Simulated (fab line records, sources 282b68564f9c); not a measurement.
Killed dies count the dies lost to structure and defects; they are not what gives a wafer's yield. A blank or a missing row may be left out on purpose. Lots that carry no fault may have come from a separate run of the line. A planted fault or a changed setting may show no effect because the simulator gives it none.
fab line records + flow rit-cmos
[record]
- lots = 15
- wafers = 45
- last-day = 7
route steps=202 shown SDANNEAL@156 PSD@157 M1@202
lots with no fault: from the same line, run without faults
start-h: hours from the record's opening day to when the first of the lot's shown wafers began + wait-h: hours since the lot's step before + " identical to the entry in the row above + L1.1+2: several wafers, shown together as one row + - value missing, or start not given + * or withheld: withheld + < > ~ a bound
route shown NAME@n: names a module that has steps shown in the file, with the first one's number in the route + usual: the fault-free wafers' mean and standard deviation + same: alike in all rows + chamber/n: place in a boat + sites: the reading at each site + _std_site: standard deviation across them + _edge_site: outer sites' mean less inner sites' + radius-mm: for every site, how far away it sits from the centre of the wafer + mask NAME#n: copy n + behind: the last tool/chamber to shape the wafer + hold: what put the lot on hold/how long, in hours/how the hold closed + device: transistor that didn't switch, given as n, p or np + end of line: at the end of the route, the tests of the same wafers + a step with no rows: only its recipe + killed: count of dies lost to structure and defects at first sort (not the wafer's yield) + map: the dies of a wafer, with x for killed, . for not killed, _ for no die there
set.NAME: the setting that was run; set.NAME@STEP: the one run at that earlier step + model.NAME: the simulator's own value behind a step, which no gauge read
one table for each step of the route and one row for each wafer, over a sample of lots
services: the hour from which a tool's chamber was out of use, counted from the record's first day as start-h (under 0 if before that day), plus the number of hours and why
[[steps]]
[step RIT_SDANNEAL_RTA_03]
[recipe]
- temp-c = 1050
- time-s = 5
- idle-temp-c = 600
- ramp-up-c-per-s = 342
- ramp-down-c-per-s = 171
- cool-to-c = 600
- ambient = N2
[usual]
- wafer_temp_C_max = 1053.5/1.2
| lot.wafer | tool          | chamber | start-h | wait-h | wafer_temp_C_max |
|-----------|---------------|---------|---------|--------|------------------|
| L759.1    | rtp-anneal-01 | 0       | 53.17   | 0.0    | 1052.9           |
| L759.4    | "             | 0       | "       | "      | 1054.8           |
| L759.6    | "             | 0       | "       | "      | 1055.7           |
| L760.1    | rtp-anneal-02 | 0       | 56.02   | 0.0    | 1055.3           |
| L760.3    | "             | 0       | "       | "      | 1053.0           |
| L760.4    | "             | 0       | "       | "      | 1053.4           |
| L761.2    | rtp-anneal-01 | 0       | 60.81   | 0.0    | 1052.5           |
| L761.4    | "             | 0       | "       | "      | 1053.9           |
| L761.6    | "             | 0       | "       | "      | 1053.2           |
| L763.2    | rtp-anneal-01 | 0       | 71.15   | 0.0    | 1054.6           |
| L763.4    | "             | 0       | "       | "      | 1053.5           |
| L763.6    | "             | 0       | "       | "      | 1055.1           |
| L764.1    | rtp-anneal-02 | 0       | 81.85   | 0.0    | 1013.3           |
| L764.2    | "             | 0       | "       | "      | 1012.2           |
| L764.5    | "             | 0       | "       | "      | 1013.0           |
| L766.3    | rtp-anneal-02 | 0       | 86.59   | 0.0    | 1014.2           |
| L766.4    | "             | 0       | "       | "      | 1014.2           |
| L766.6    | "             | 0       | "       | "      | 1013.8           |
| L768.3    | rtp-anneal-02 | 0       | 99.60   | 0.0    | 1014.9           |
| L768.4    | "             | 0       | "       | "      | 1013.6           |
| L768.6    | "             | 0       | "       | "      | 1013.0           |
| L773.3    | rtp-anneal-01 | 0       | 122.24  | 0.0    | 1052.7           |
| L773.5    | "             | 0       | "       | "      | 1054.8           |
| L773.6    | "             | 0       | "       | "      | 1051.6           |
| L775.3    | rtp-anneal-01 | 0       | 130.22  | 0.0    | 1051.7           |
| L775.4    | "             | 0       | "       | "      | 1053.3           |
| L775.5    | "             | 0       | "       | "      | 1055.0           |
| L777.2    | rtp-anneal-01 | 0       | 142.02  | 0.0    | 1055.3           |
| L777.4    | "             | 0       | "       | "      | 1052.6           |
| L777.6    | "             | 0       | "       | "      | 1055.7           |
| L778.1    | rtp-anneal-02 | 0       | 149.77  | 0.0    | 1053.4           |
| L778.4    | "             | 0       | "       | "      | 1054.6           |
| L778.6    | "             | 0       | "       | "      | 1052.0           |
| L779.1    | rtp-anneal-01 | 0       | 155.27  | 0.0    | 1053.8           |
| L779.5    | "             | 0       | "       | "      | 1052.9           |
| L779.6    | "             | 0       | "       | "      | 1052.5           |
| L780.2    | rtp-anneal-02 | 0       | 156.83  | 0.0    | 1053.4           |
| L780.3    | "             | 0       | "       | "      | 1054.4           |
| L780.4    | "             | 0       | "       | "      | 1053.6           |
| L781.2    | rtp-anneal-01 | 0       | 162.00  | 0.0    | 1053.1           |
| L781.4    | "             | 0       | "       | "      | 1053.6           |
| L781.5    | "             | 0       | "       | "      | 1051.6           |
| L782.3    | rtp-anneal-02 | 0       | 170.45  | 0.0    | 1052.8           |
| L782.4    | "             | 0       | "       | "      | 1052.6           |
| L782.5    | "             | 0       | "       | "      | 1052.1           |
[step RIT_SDANNEAL_RS_MEAS_04]
[recipe]
- thk-meas-gauge = four-point-probe
[usual]
- PSD_RS = 116.1/0.3
| lot.wafer | tool          | chamber | start-h | wait-h | hold                     | PSD_RS[ohm/sq] |
|-----------|---------------|---------|---------|--------|--------------------------|----------------|
| L759.1    | film-metro-03 | -       | 53.23   | 0.0    | -                        | 116.4          |
| L759.4    | "             | -       | "       | "      | -                        | 116.2          |
| L759.6    | "             | -       | "       | "      | -                        | 115.8          |
| L760.1    | film-metro-03 | -       | 56.08   | 0.0    | -                        | 116.4          |
| L760.3    | "             | -       | "       | "      | -                        | 116.1          |
| L760.4    | "             | -       | "       | "      | -                        | 116.2          |
| L761.2    | film-metro-02 | -       | 60.93   | 0.1    | -                        | 115.3          |
| L761.4    | "             | -       | "       | "      | -                        | 115.5          |
| L761.6    | "             | -       | "       | "      | -                        | 115.9          |
| L763.2    | film-metro-04 | -       | 71.27   | 0.1    | -                        | 116.0          |
| L763.4    | "             | -       | "       | "      | -                        | 115.9          |
| L763.6    | "             | -       | "       | "      | -                        | 116.3          |
| L764.1    | film-metro-04 | -       | 81.90   | 0.0    | await-dispo/0.2h/release | 144.6          |
| L764.2    | "             | -       | "       | "      | await-dispo/0.2h/release | 145.0          |
| L764.5    | "             | -       | "       | "      | await-dispo/0.2h/release | 144.9          |
| L764.1    | film-metro-04 | -       | 82.26   | 0.3    | -                        | 145.0          |
| L764.2    | "             | -       | "       | "      | -                        | 144.8          |
| L764.5    | "             | -       | "       | "      | -                        | 144.9          |
| L766.3    | film-metro-03 | -       | 86.67   | 0.1    | await-dispo/0.2h/release | 144.8          |
| L766.4    | "             | -       | "       | "      | await-dispo/0.2h/release | 144.7          |
| L766.6    | "             | -       | "       | "      | await-dispo/0.2h/release | 144.7          |
| L766.3    | film-metro-03 | -       | 87.03   | 0.3    | -                        | 145.0          |
| L766.4    | "             | -       | "       | "      | -                        | 144.8          |
| L766.6    | "             | -       | "       | "      | -                        | 144.6          |
| L768.3    | film-metro-03 | -       | 99.68   | 0.1    | await-dispo/0.2h/release | 145.1          |
| L768.4    | "             | -       | "       | "      | await-dispo/0.2h/release | 145.2          |
| L768.6    | "             | -       | "       | "      | await-dispo/0.2h/release | 145.2          |
| L768.3    | film-metro-03 | -       | 100.04  | 0.3    | -                        | 145.4          |
| L768.4    | "             | -       | "       | "      | -                        | 145.2          |
| L768.6    | "             | -       | "       | "      | -                        | 145.2          |
| L773.3    | film-metro-04 | -       | 122.35  | 0.1    | -                        | 116.0          |
| L773.5    | "             | -       | "       | "      | -                        | 115.6          |
| L773.6    | "             | -       | "       | "      | -                        | 115.8          |
| L775.3    | film-metro-04 | -       | 130.30  | 0.1    | -                        | 115.8          |
| L775.4    | "             | -       | "       | "      | -                        | 116.0          |
| L775.5    | "             | -       | "       | "      | -                        | 116.0          |
| L777.2    | film-metro-04 | -       | 142.09  | 0.1    | -                        | 116.3          |
| L777.4    | "             | -       | "       | "      | -                        | 115.9          |
| L777.6    | "             | -       | "       | "      | -                        | 116.0          |
| L778.1    | film-metro-02 | -       | 149.83  | 0.0    | -                        | 116.3          |
| L778.4    | "             | -       | "       | "      | -                        | 115.8          |
| L778.6    | "             | -       | "       | "      | -                        | 116.3          |
| L779.1    | film-metro-03 | -       | 155.33  | 0.0    | -                        | 116.9          |
| L779.5    | "             | -       | "       | "      | -                        | 116.4          |
| L779.6    | "             | -       | "       | "      | -                        | 116.4          |
| L780.2    | film-metro-02 | -       | 156.90  | 0.1    | -                        | 116.2          |
| L780.3    | "             | -       | "       | "      | -                        | 116.0          |
| L780.4    | "             | -       | "       | "      | -                        | 116.2          |
| L781.2    | film-metro-03 | -       | 162.07  | 0.1    | -                        | 116.0          |
| L781.4    | "             | -       | "       | "      | -                        | 115.7          |
| L781.5    | "             | -       | "       | "      | -                        | 116.0          |
| L782.3    | film-metro-03 | -       | 170.53  | 0.1    | -                        | 116.4          |
| L782.4    | "             | -       | "       | "      | -                        | 116.1          |
| L782.5    | "             | -       | "       | "      | -                        | 116.4          |
[step RIT_M1_PROBE_99]
[usual]
- defect-limited-yield = 97.5/1.1
- killed-at-contacts = 0.0/0.2
- killed-at-front-end = 6.6/2.9
- killed-dies = 6.6/3
- killed-open = 3.4/2
- killed-short = 3.2/2
- sort_bin_3_pad_short = 0.1/0.23
- sort_bin_5_function = 1.4/0.78
- sort_bin_6_memory = 1.0/0.65
- sort-n-pass = 257.4/3
- sort-yield-pct = 97.5/1.1
[same]
- gross-dies = 264
- killed_at_M0_to_M3 = 0
- killed_at_M4_up = 0
- killed-at-back-side = 0
- killed-at-other = 0
| lot.wafer | tool      | chamber | start-h | wait-h | defect-limited-yield[%] | killed-at-contacts | killed-at-front-end | killed-dies | killed-open | killed-short | sort_bin_3_pad_short[%] | sort_bin_5_function[%] | sort_bin_6_memory[%] | sort-n-pass | sort-yield-pct[%] |
|-----------|-----------|---------|---------|--------|-------------------------|--------------------|---------------------|-------------|-------------|--------------|-------------------------|------------------------|----------------------|-------------|-------------------|
| L759.1    | prober-01 | -       | 60.81   | 0.1    | 98.5                    | 0                  | 4                   | 4           | 1           | 3            | 0                       | 1.5                    | 0                    | 260.0       | 98.5              |
| L759.4    | prober-01 | -       | 60.96   | 0.2    | 97.3                    | 0                  | 7                   | 7           | 4           | 3            | 0                       | 1.5                    | 1.1                  | 257.0       | 97.3              |
| L759.6    | prober-01 | -       | 61.06   | 0.2    | 97.3                    | 0                  | 7                   | 7           | 2           | 5            | 0.4                     | 1.1                    | 1.1                  | 257.0       | 97.3              |
| L760.1    | prober-02 | -       | 63.57   | 0.1    | 96.6                    | 0                  | 9                   | 9           | 8           | 1            | 0                       | 1.9                    | 1.5                  | 255.0       | 96.6              |
| L760.3    | prober-02 | -       | 63.67   | 0.2    | 97.0                    | 0                  | 8                   | 8           | 3           | 5            | 0                       | 2.3                    | 0.8                  | 256.0       | 97.0              |
| L760.4    | prober-02 | -       | 63.72   | 0.2    | 95.5                    | 1                  | 11                  | 12          | 7           | 5            | 0                       | 3.0                    | 1.5                  | 252.0       | 95.5              |
| L761.2    | prober-01 | -       | 68.90   | 0.1    | 94.7                    | 0                  | 14                  | 14          | 7           | 7            | 0                       | 1.9                    | 3.4                  | 250.0       | 94.7              |
| L761.4    | prober-01 | -       | 69.00   | 0.2    | 97.3                    | 0                  | 7                   | 7           | 4           | 3            | 0.8                     | 1.5                    | 0.4                  | 257.0       | 97.3              |
| L761.6    | prober-01 | -       | 69.10   | 0.2    | 96.2                    | 0                  | 10                  | 10          | 7           | 3            | 0                       | 2.7                    | 1.1                  | 254.0       | 96.2              |
| L763.2    | prober-02 | -       | 78.82   | 0.1    | 97.7                    | 0                  | 6                   | 6           | 3           | 3            | 0                       | 0.8                    | 1.5                  | 258.0       | 97.7              |
| L763.4    | prober-02 | -       | 78.92   | 0.2    | 96.2                    | 0                  | 10                  | 10          | 5           | 5            | 0                       | 1.1                    | 2.7                  | 254.0       | 96.2              |
| L763.6    | prober-02 | -       | 79.02   | 0.2    | 98.5                    | 0                  | 4                   | 4           | 2           | 2            | 0                       | 1.1                    | 0.4                  | 260.0       | 98.5              |
| L773.3    | prober-02 | -       | 130.29  | 0.2    | 97.3                    | 0                  | 7                   | 7           | 6           | 1            | 0                       | 1.9                    | 0.8                  | 257.0       | 97.3              |
| L773.5    | prober-02 | -       | 130.39  | 0.2    | 97.7                    | 0                  | 6                   | 6           | 4           | 2            | 0.4                     | 1.1                    | 0.8                  | 258.0       | 97.7              |
| L773.6    | prober-02 | -       | 130.44  | 0.2    | 99.2                    | 0                  | 2                   | 2           | 1           | 1            | 0                       | 0.4                    | 0.4                  | 262.0       | 99.2              |
| L775.3    | prober-02 | -       | 137.80  | 0.2    | 97.7                    | 0                  | 6                   | 6           | 3           | 3            | 0                       | 1.5                    | 0.8                  | 258.0       | 97.7              |
| L775.4    | prober-02 | -       | 137.85  | 0.2    | 98.5                    | 0                  | 4                   | 4           | 1           | 3            | 0.4                     | 0.4                    | 0.8                  | 260.0       | 98.5              |
| L775.5    | prober-02 | -       | 137.90  | 0.2    | 99.2                    | 0                  | 2                   | 2           | 0           | 2            | 0                       | 0.8                    | 0                    | 262.0       | 99.2              |
| L777.2    | prober-02 | -       | 149.71  | 0.1    | 97.3                    | 0                  | 7                   | 7           | 4           | 3            | 0                       | 1.1                    | 1.5                  | 257.0       | 97.3              |
| L777.4    | prober-02 | -       | 149.81  | 0.2    | 97.3                    | 1                  | 6                   | 7           | 5           | 2            | 0                       | 1.5                    | 1.1                  | 257.0       | 97.3              |
| L777.6    | prober-02 | -       | 149.91  | 0.2    | 97.3                    | 0                  | 7                   | 7           | 4           | 3            | 0                       | 1.5                    | 1.1                  | 257.0       | 97.3              |
| L778.1    | prober-01 | -       | 157.46  | 0.1    | 96.6                    | 0                  | 9                   | 9           | 5           | 4            | 0                       | 3.0                    | 0.4                  | 255.0       | 96.6              |
| L778.4    | prober-01 | -       | 157.61  | 0.2    | 98.1                    | 0                  | 5                   | 5           | 3           | 2            | 0.4                     | 1.1                    | 0.4                  | 259.0       | 98.1              |
| L778.6    | prober-01 | -       | 157.71  | 0.2    | 98.5                    | 0                  | 4                   | 4           | 2           | 2            | 0                       | 1.1                    | 0.4                  | 260.0       | 98.5              |
| L779.1    | prober-02 | -       | 162.99  | 0.1    | 97.7                    | 0                  | 6                   | 6           | 4           | 2            | 0                       | 1.1                    | 1.1                  | 258.0       | 97.7              |
| L779.5    | prober-02 | -       | 163.19  | 0.2    | 95.1                    | 0                  | 13                  | 13          | 9           | 4            | 0                       | 2.7                    | 2.3                  | 251.0       | 95.1              |
| L779.6    | prober-02 | -       | 163.24  | 0.2    | 98.5                    | 0                  | 4                   | 4           | 1           | 3            | 0                       | 0                      | 1.5                  | 260.0       | 98.5              |
| L780.2    | prober-01 | -       | 164.54  | 0.1    | 97.3                    | 0                  | 7                   | 7           | 3           | 4            | 0                       | 1.1                    | 1.5                  | 257.0       | 97.3              |
| L780.3    | prober-01 | -       | 164.59  | 0.2    | 97.0                    | 0                  | 8                   | 8           | 6           | 2            | 0                       | 0.4                    | 2.7                  | 256.0       | 97.0              |
| L780.4    | prober-01 | -       | 164.64  | 0.2    | 97.7                    | 0                  | 6                   | 6           | 4           | 2            | 0.8                     | 1.1                    | 0.4                  | 258.0       | 97.7              |
| L781.2    | prober-02 | -       | 169.36  | 0.1    | 96.2                    | 0                  | 10                  | 10          | 8           | 2            | 0                       | 1.9                    | 1.9                  | 254.0       | 96.2              |
| L781.4    | prober-02 | -       | 169.46  | 0.2    | 95.1                    | 0                  | 13                  | 13          | 4           | 9            | 0.8                     | 2.7                    | 1.5                  | 251.0       | 95.1              |
| L781.5    | prober-02 | -       | 169.51  | 0.2    | 97.3                    | 0                  | 7                   | 7           | 5           | 2            | 0                       | 1.5                    | 1.1                  | 257.0       | 97.3              |
| L782.3    | prober-01 | -       | 177.93  | 0.2    | 97.3                    | 0                  | 7                   | 7           | 4           | 3            | 0                       | 2.7                    | 0                    | 257.0       | 97.3              |
| L782.4    | prober-01 | -       | 177.98  | 0.2    | 97.7                    | 0                  | 6                   | 6           | 1           | 5            | 0.4                     | 1.5                    | 0.4                  | 258.0       | 97.7              |
| L782.5    | prober-01 | -       | 178.03  | 0.2    | 97.0                    | 0                  | 8                   | 8           | 3           | 5            | 0                       | 0.8                    | 2.3                  | 256.0       | 97.0              |
// killed by level:class
L759.1 FOX1:geometric-particle:short=1 GATE:geometric-particle:short=1 REOX:geometric-particle:short=1 SILICIDE:geometric-particle:open=1
L759.4 FOX1:geometric-particle:open=2 FOX2:geometric-particle:open=1 FOX2:geometric-particle:short=1 REOX:geometric-particle:short=1 SPACER:geometric-particle:open=1 SILICIDE:geometric-particle:short=1
L759.6 GATE:geometric-particle:short=2 FOX1:geometric-particle:short=1 FOX2:geometric-particle:open=1 GATE:geometric-particle:open=1 REOX:geometric-particle:short=1 SPACER:geometric-particle:short=1
L760.1 GATE:geometric-particle:open=3 SPACER:geometric-particle:open=3 FOX2:geometric-particle:open=1 GATE:geometric-particle:short=1 REOX:geometric-particle:open=1
L760.3 GATE:geometric-particle:short=3 GATE:geometric-particle:open=2 ACTIVE:geometric-particle:short=1 FOX1:geometric-particle:short=1 FOX2:geometric-particle:open=1
L760.4 REOX:geometric-particle:open=3 FOX1:geometric-particle:short=2 FOX2:geometric-particle:open=1 FOX2:geometric-particle:short=1 GATE:geometric-particle:short=1 GATE:geometric-particle:open=1 SPACER:geometric-particle:open=1 SILICIDE:geometric-particle:open=1
L761.2 GATE:geometric-particle:open=5 GATE:geometric-particle:short=5 ACTIVE:geometric-particle:open=1 REOX:geometric-particle:short=1 SPACER:geometric-particle:open=1 SPACER:geometric-particle:short=1
L761.4 GATE:geometric-particle:open=2 GATE:geometric-particle:short=1 REOX:geometric-particle:open=1 SPACER:geometric-particle:short=1 SPACER:geometric-particle:open=1 SILICIDE:geometric-particle:short=1
L761.6 REOX:geometric-particle:open=3 FOX1:geometric-particle:open=2 GATE:geometric-particle:open=2 GATE:geometric-particle:short=2 FOX1:geometric-particle:short=1
L763.2 REOX:geometric-particle:open=2 REOX:geometric-particle:short=2 GATE:geometric-particle:short=1 SILICIDE:geometric-particle:open=1
L763.4 FOX1:geometric-particle:open=3 GATE:geometric-particle:short=3 FOX1:geometric-particle:short=1 GATE:geometric-particle:open=1 SILICIDE:geometric-particle:short=1 SILICIDE:geometric-particle:open=1
L763.6 FOX1:geometric-particle:short=2 FOX1:geometric-particle:open=1 FOX2:geometric-particle:open=1
L773.3 FOX1:geometric-particle:open=3 FOX1:geometric-particle:short=1 FOX2:geometric-particle:open=1 GATE:geometric-particle:open=1 SPACER:geometric-particle:open=1
L773.5 GATE:geometric-particle:open=2 FOX2:geometric-particle:short=1 REOX:geometric-particle:open=1 REOX:geometric-particle:short=1 SILICIDE:geometric-particle:open=1
L773.6 GATE:geometric-particle:open=1 GATE:geometric-particle:short=1
L775.3 SPACER:geometric-particle:open=3 FOX1:geometric-particle:short=1 GATE:geometric-particle:short=1 SPACER:geometric-particle:short=1
L775.4 GATE:geometric-particle:short=2 GATE:geometric-particle:open=1 SILICIDE:geometric-particle:short=1
L775.5 GATE:geometric-particle:short=1 SPACER:geometric-particle:short=1
L777.2 FOX2:geometric-particle:short=1 GATE:geometric-particle:short=1 GATE:geometric-particle:open=1 REOX:geometric-particle:open=1 SPACER:geometric-particle:short=1 SPACER:geometric-particle:open=1 SILICIDE:geometric-particle:open=1
L777.4 FOX2:geometric-particle:open=2 GATE:geometric-particle:short=2 GATE:geometric-particle:open=1 SILICIDE:geometric-particle:open=1 CONTACT:geometric-particle:open=1
L777.6 SPACER:geometric-particle:open=3 FOX2:geometric-particle:short=2 FOX1:geometric-particle:short=1 FOX1:geometric-particle:open=1
L778.1 GATE:geometric-particle:open=4 GATE:geometric-particle:short=3 REOX:geometric-particle:open=1 SILICIDE:geometric-particle:short=1
L778.4 FOX2:geometric-particle:open=1 GATE:geometric-particle:short=1 GATE:geometric-particle:open=1 REOX:geometric-particle:short=1 REOX:geometric-particle:open=1
L778.6 GATE:geometric-particle:open=2 FOX2:geometric-particle:short=1 REOX:geometric-particle:short=1
L779.1 GATE:geometric-particle:open=3 ACTIVE:geometric-particle:short=1 GATE:geometric-particle:short=1 SILICIDE:geometric-particle:open=1
L779.5 GATE:geometric-particle:open=7 SILICIDE:geometric-particle:short=2 FOX1:geometric-particle:open=1 GATE:geometric-particle:short=1 SPACER:geometric-particle:short=1 SILICIDE:geometric-particle:open=1
L779.6 FOX1:geometric-particle:short=2 GATE:geometric-particle:short=1 GATE:geometric-particle:open=1
L780.2 GATE:geometric-particle:short=3 GATE:geometric-particle:open=2 FOX1:geometric-particle:open=1 REOX:geometric-particle:short=1
L780.3 FOX1:geometric-particle:open=2 GATE:geometric-particle:short=2 GATE:geometric-particle:open=2 REOX:geometric-particle:open=2
L780.4 REOX:geometric-particle:short=2 SPACER:geometric-particle:open=2 FOX1:geometric-particle:open=1 GATE:geometric-particle:open=1
L781.2 GATE:geometric-particle:open=4 SILICIDE:geometric-particle:open=4 FOX2:geometric-particle:short=1 GATE:geometric-particle:short=1
L781.4 GATE:geometric-particle:short=4 GATE:geometric-particle:open=3 SILICIDE:geometric-particle:short=2 FOX1:geometric-particle:short=1 FOX2:geometric-particle:short=1 SPACER:geometric-particle:short=1 SILICIDE:geometric-particle:open=1
L781.5 GATE:geometric-particle:open=4 SILICIDE:geometric-particle:short=2 SPACER:geometric-particle:open=1
L782.3 GATE:geometric-particle:open=2 FOX1:geometric-particle:open=1 FOX1:geometric-particle:short=1 FOX2:geometric-particle:open=1 REOX:geometric-particle:short=1 SPACER:geometric-particle:short=1
L782.4 GATE:geometric-particle:short=3 SPACER:geometric-particle:open=1 SPACER:geometric-particle:short=1 SILICIDE:geometric-particle:short=1
L782.5 GATE:geometric-particle:open=2 SILICIDE:geometric-particle:short=2 FOX1:geometric-particle:short=1 FOX2:geometric-particle:short=1 GATE:geometric-particle:short=1 SPACER:geometric-particle:open=1
[[services]]
| tool          | chamber | start-h | hours | kind |
|---------------|---------|---------|-------|------|
| rtp-anneal-01 | -       | 164.61  | 0.7   | pm   |
[[key]]
[first-sign]
- step = RIT_SDANNEAL_RTA_03
- reading = wafer_temp_C_max
- direction = down
- sigmas = 34
- usual = *
- struck = *
[effect]
- step = RIT_SDANNEAL_RS_MEAS_04
- reading = visit
- direction = added
[effect]
- step = RIT_SDANNEAL_RS_MEAS_04
- reading = PSD_RS
- direction = up
- sigmas = 95
- usual = 116.1
- struck = 144.9
met-at RIT_SDANNEAL_RTA_03
struck-lots L764,L766,L768
scrapped-behind RIT_SDANNEAL_RS_MEAS_04 L764.1,L764.2,L764.5,L766.3,L766.4,L766.6,L768.3,L768.4,L768.6
onset-between 56.02 81.85
[fault]
- kind = process-parameter-drift
- tool = rtp-anneal-02
- chamber = -
- onset-h = 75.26
- steps = RIT_SDANNEAL_RTA_03
- channel = temp-c
- offset = *
- shape = step
- end-h = 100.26
- acts-in = *
- stated = *
